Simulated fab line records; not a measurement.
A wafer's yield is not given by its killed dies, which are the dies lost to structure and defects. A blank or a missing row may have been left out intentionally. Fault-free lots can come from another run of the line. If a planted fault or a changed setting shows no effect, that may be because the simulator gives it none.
Which tool is to blame? ; flow ritCmos ; 21 wafers from 7 lots sampled at 2 of the route's 202 steps

WHAT THE GAUGES SHOWED, per wafer
RIT_CONTACT_THK_MEAS_01.
lot;measured;on;CONTACT_TEOS_THK (nm)
L456;day 3 18:19;filmMetro-02;396 392 393
L460;day 4 09:32;filmMetro-04;384 391 394
L462;day 4 16:23;filmMetro-01;388 399 398
L468;day 6 13:34;filmMetro-02;388 388 549
L471;day 7 00:23;filmMetro-02;388 395 558
L474;day 7 13:02;filmMetro-01;389 385 392
L478;day 8 03:53;filmMetro-04;388 389 396

WHAT TOOL EACH LOT RAN ON (gives the tool, then ch and the chambers of the sampled wafers, and finally the start)
lot;RIT_CONTACT_CVD_00
L456;pecvd-03 ch 0,1, day 3 18:16
L460;pecvd-01 ch 0,1,2, day 4 09:28
L462;pecvd-03 ch 1,2, day 4 16:19
L468;pecvd-03 ch 0,1,2, day 6 13:31
L471;pecvd-03 ch 0,2, day 7 00:17
L474;pecvd-01 ch 1,2, day 7 12:59
L478;pecvd-01 ch 0,2, day 8 03:50
- RIT_CONTACT_CVD_00: deposits SiO2 from TEOS, target thk 400 nm, time 59.75 s.

THE ANSWER, worked out from the rows above alone
Rule: usual is defined by the lots themselves. The widest of any qualifying gaps counts: lots, ordered by their means at a reading, are off when they make up no more than a third of the lots, leave a main group of 4 or more, and stand apart from it by 3 or more times the standard deviation of that group's means. The tables above print the reading to a certain number of digits; a main group whose means all agree to those digits is not used. A lot without any number at a reading at which 4 lots or more have one is off too. The other lots that the step has rows for count as sound.
Off: at RIT_CONTACT_THK_MEAS_01 (CONTACT_TEOS_THK), L468, L471. Main group: mean 392 nm, sd 2.4.
If a tool, at a process step before that reading, ran all the lots that are off and no sound lot after the first of them, it fits. The gauges at RIT_CONTACT_THK_MEAS_01 are tried like those tools. 2 tools fit, pecvd-03 at RIT_CONTACT_CVD_00 and filmMetro-02 at RIT_CONTACT_THK_MEAS_01, so this cannot tell which one it is.

WHAT WAS PUT IN BY THE SIMULATOR
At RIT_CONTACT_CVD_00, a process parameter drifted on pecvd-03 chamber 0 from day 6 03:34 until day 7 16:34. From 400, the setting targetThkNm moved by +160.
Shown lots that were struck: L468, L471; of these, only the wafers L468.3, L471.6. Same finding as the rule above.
